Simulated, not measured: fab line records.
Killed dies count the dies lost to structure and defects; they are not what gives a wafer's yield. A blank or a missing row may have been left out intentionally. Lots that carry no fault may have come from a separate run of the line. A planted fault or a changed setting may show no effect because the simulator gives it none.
A lot that was struck, set against a sound lot | flow berkeleyCmos170 | 14 out of 331 route steps
Sound: the wafers L365.4, L365.5, L365.6. The struck wafers were L370.1, L370.3, L370.4. Last of all comes the cause.
Per side, at each step with rows, come the tool, then ch with its chambers, and then its first start. Under that, the readings that differ: sound wafers | struck wafers | difference of the means | sigmas: that difference in standard deviations of wafers without a fault.
alike: readings whose means differ by less than 2 such deviations, and words and numbers that are the same on both sides. not compared: withheld readings, readings that some wafer has no value for, bounds like >300 that may hide the same value, and numbers for which the record gives no deviation and whose values overlap.
A row with sigmas, a row that says differs or no value, or rows on one side alone: a step with any of these is where the two part. Non-overlapping numbers with no deviation appear without sigmas and do not part them. Lack of a reading on every wafer of one side parts them only where that side has two or more wafers.

first, 1 step without rows for these wafers: UCB170_PWELL_OXIDATION_02 (target thk 26.4 nm, ox time 1260 s).
UCB170_PWELL_THK_MEAS_03:
  struck on filmMetro-04, day 4 06:27; sound on filmMetro-02, day 2 19:43
  alike: PWELL_OXIDE_THK
then, 2 steps without rows for these wafers: UCB170_PWELL_ANNEAL_04 (time 900 s); UCB170_PWELL_CVD_05 (deposits Si3N4 from SiH2Cl2/NH3, target thk 220 nm, time 3300 s).
UCB170_PWELL_THK_MEAS_06:
  struck on filmMetro-01, day 4 12:37; sound on filmMetro-02, day 3 01:38
  alike: PWELL_NITRIDE_THK
then, 6 steps without rows for these wafers: UCB170_PWELL_HMDS_07 (prime time 60 s); UCB170_PWELL_COAT_08 (resist thk 900 nm); UCB170_PWELL_SOFTBAKE_09 (time 60 s); UCB170_PWELL_EXPOSE_10 (exposes mask PWELL, target cd 3000 nm); UCB170_PWELL_PEB_11; UCB170_PWELL_DEVELOP_12 (develop time 45 s).
UCB170_PWELL_OVL_MEAS_13:
  struck on overlay-02, day 4 13:31; sound on overlay-02, day 3 03:01
  alike: PWELL_OVL
UCB170_PWELL_ETCH_14: etches Si3N4 in CH3F/Ar/O2, stops on SiO2, target depth 242 nm, time 151 s.
  sound on rieDiel-01 ch 0,1,2, day 3 03:05; struck on rieDiel-04 ch 0,1, day 4 13:33
reading                               | sound             | struck                     | difference | sigmas
oesProductAu (a.u.)                   | 0.929 0.945 0.946 | 0.961 0.967 0.970          | +0.026     | +3
overEtchFrac                          | 0.1 0.1 0.1       | 0.051244 0.051244 0.051244 | -0.048756  | 
model.KrF_of_PWELL_COAT_08.thkNm (nm) | 723.4 721.2 723.5 | 730.3 732.9 732.4          | +9.2       | 
  alike: drypumpMotorCurrentA, mfcArSccm, throttleValvePct
  not compared: rfHoursCounterH
then, 1 step without rows for these wafers: UCB170_PWELL_IMPLANT_15.

## WHERE THEY PART
At UCB170_PWELL_ETCH_14 and nowhere else, as far as this record goes.

WHY: what the simulator had put in
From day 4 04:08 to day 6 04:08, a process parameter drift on rieDiel-04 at UCB170_PWELL_ETCH_14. Setting overEtchFrac shifted by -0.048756 from 0.1. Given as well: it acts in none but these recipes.
